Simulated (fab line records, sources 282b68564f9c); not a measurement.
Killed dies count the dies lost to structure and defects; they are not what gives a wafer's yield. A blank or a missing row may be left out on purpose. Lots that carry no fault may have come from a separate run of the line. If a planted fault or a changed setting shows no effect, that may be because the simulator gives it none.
What tool caused it?	flow rit cmos	13 lots with 39 wafers sampled at 5 steps, on a route of 202 steps

== WHAT THE GAUGES SHOWED, per wafer ==
RIT_ACTIVE_CD_MEAS_11: the cd target is 1400 nm.
lot	measured	on	cd nm (nm)
L294	day 1 19:34	cd sem-01	1396.4 1394.3 1394.3
L295	day 2 00:34	cd sem-01	1397.7 1398.2 1397.1
L297	day 2 10:33	cd sem-01	1401.0 1402.6 1400.3
L298	day 2 15:29	cd sem-02	1399.2 1398.1 1399.4
L299	day 2 20:28	cd sem-02	1400.4 1398.3 1401.5
L300	day 3 02:16	cd sem-02	1396.5 1395.2 1395.9
L301	day 3 07:35	cd sem-02	1400.8 1401.9 1401.1
L303	day 3 16:29	cd sem-02	1398.3 1398.3 1399.6
L312	day 5 14:56	cd sem-02	1402.9 1402.8 1403.4
L313	day 5 19:53	cd sem-02	1402.4 1404.6 1402.6
L314	day 6 00:52	cd sem-02	1404.0 1402.9 1401.8
L315	day 6 07:37	cd sem-02	1399.8 1400.4 1401.6
L316	day 6 13:23	cd sem-01	1398.9 1399.6 1400.8

RIT_FOX2_THK_MEAS_01.
lot	measured	on	FOX2_OXIDE_THK (nm)
L294	day 1 23:27	film metro-03	345 346 345
L295	day 2 04:58	film metro-04	355 358 356
L297	day 2 14:58	film metro-04	357 354 359
L298	day 2 19:20	film metro-04	360 362 357
L299	day 3 00:23	film metro-01	358 354 356
L300	day 3 06:46	film metro-04	354 357 349
L301	day 3 11:29	film metro-03	352 344 350
L303	day 3 20:23	film metro-01	354 354 356
L312	day 5 18:49	film metro-03	350 341 343
L313	day 5 23:51	film metro-04	339 338 337
L314	day 6 04:53	film metro-04	343 338 337
L315	day 6 11:29	film metro-04	344 341 350
L316	day 6 17:14	film metro-04	360 356 360

RIT_FOX2_THK_MEAS_90.
lot	measured	on	FIELD_OXIDE_LEFT_1_THK (nm)
L294	day 2 00:20	film metro-03	317 318 317
L295	day 2 05:51	film metro-04	328 331 330
L297	day 2 15:50	film metro-03	330 326 332
L298	day 2 20:17	film metro-01	333 334 330
L299	day 3 01:20	film metro-03	331 327 329
L300	day 3 07:39	film metro-01	326 329 322
L301	day 3 12:22	film metro-04	325 317 322
L303	day 3 21:16	film metro-03	327 327 329
L312	day 5 19:42	film metro-04	323 314 316
L313	day 6 00:48	film metro-04	311 310 309
L314	day 6 05:49	film metro-01	316 310 310
L315	day 6 12:22	film metro-04	316 314 322
L316	day 6 18:07	film metro-04	332 328 333

RIT_GATE_CD_MEAS_16: the cd target is 150 nm.
lot	measured	on	cd nm (nm)
L294	day 2 17:04	cd sem-02	149.1 146.2 146.3
L295	day 2 22:34	cd sem-01	153.6 149.9 152.7
L297	day 3 11:40	cd sem-02	147.1 148.9 147.2
L298	day 3 13:40	cd sem-01	149.1 150.0 149.8
L299	day 3 17:44	cd sem-01	153.8 151.0 151.5
L300	day 4 00:17	cd sem-02	138.7 141.1 139.9 138.9 141.3 139.7
L301	day 4 05:40	cd sem-01	153.4 154.2 150.0
L303	day 4 14:08	cd sem-01	152.2 148.9 150.1
L312	day 6 14:50	cd sem-02	146.7 145.3 146.9
L313	day 6 19:55	cd sem-01	149.2 147.7 149.9
L314	day 7 01:07	cd sem-01	151.0 153.0 151.8
L315	day 7 05:56	cd sem-01	149.9 149.6 149.8
L316	day 7 19:16	cd sem-02	153.6 150.5 151.7

== EACH LOT AND THE TOOL THAT RAN IT (in order: tool; ch and the chambers of the sampled wafers; start) ==
lot	RIT_GATE_EXPOSE_13
L294	iline stepper-01 ch 0, day 2 16:40
L295	iline stepper-01 ch 0, day 2 22:10
L297	iline stepper-01 ch 0, day 3 11:16
L298	iline stepper-02 ch 0, day 3 13:16
L299	iline stepper-01 ch 0, day 3 17:20
L300	iline stepper-01 ch 0, day 3 23:53
L301	iline stepper-02 ch 0, day 4 05:10
L303	iline stepper-02 ch 0, day 4 13:44
L312	iline stepper-01 ch 0, day 6 14:26
L313	iline stepper-02 ch 0, day 6 19:31
L314	iline stepper-01 ch 0, day 7 00:42
L315	iline stepper-01 ch 0, day 7 05:18
L316	iline stepper-01 ch 0, day 7 18:52
- RIT_GATE_EXPOSE_13: exposes mask M6, target cd 150 nm.

== WHAT THE TOOLS THEMSELVES READ (means of the sampled wafers that have a number; where no wafer has one, the mark that the record gives instead) ==
The record holds no such reading with a usual standard deviation.

== THE ANSWER, worked out from the rows above alone ==
Rule: the usual values come from the lots themselves. Put in order of their means at a reading, lots are off if they are a third of the lots or fewer, leave a main group of 4 or more, and stand apart from it by a gap of 3 or more times the standard deviation of the main group's means; of several such gaps the widest counts. A main group whose means are all the same, to the digits that the tables above print for the reading, isn't used. Also off: a lot with no number at a reading for which 4 or more lots have one. All remaining lots with rows at the step are treated as sound. Order of review: gauges by route order, followed by the tools' own readings, for which a lot's mean as printed above is used. At the first step where some lot is off, the reading lying furthest off is the one used; lots without a number count as furthest.
Off: L300 (RIT_GATE_CD_MEAS_16, cd nm). For the main group the mean is 150.0 nm and the standard deviation 2.1.
A tool fits if, at a process step before that reading, it ran every lot that is off, and no sound lot after the first of them. Gauges at RIT_GATE_CD_MEAS_16: tried the same way as those tools. None of those tried fits.

== WHAT THE SIMULATOR HAD INSERTED ==
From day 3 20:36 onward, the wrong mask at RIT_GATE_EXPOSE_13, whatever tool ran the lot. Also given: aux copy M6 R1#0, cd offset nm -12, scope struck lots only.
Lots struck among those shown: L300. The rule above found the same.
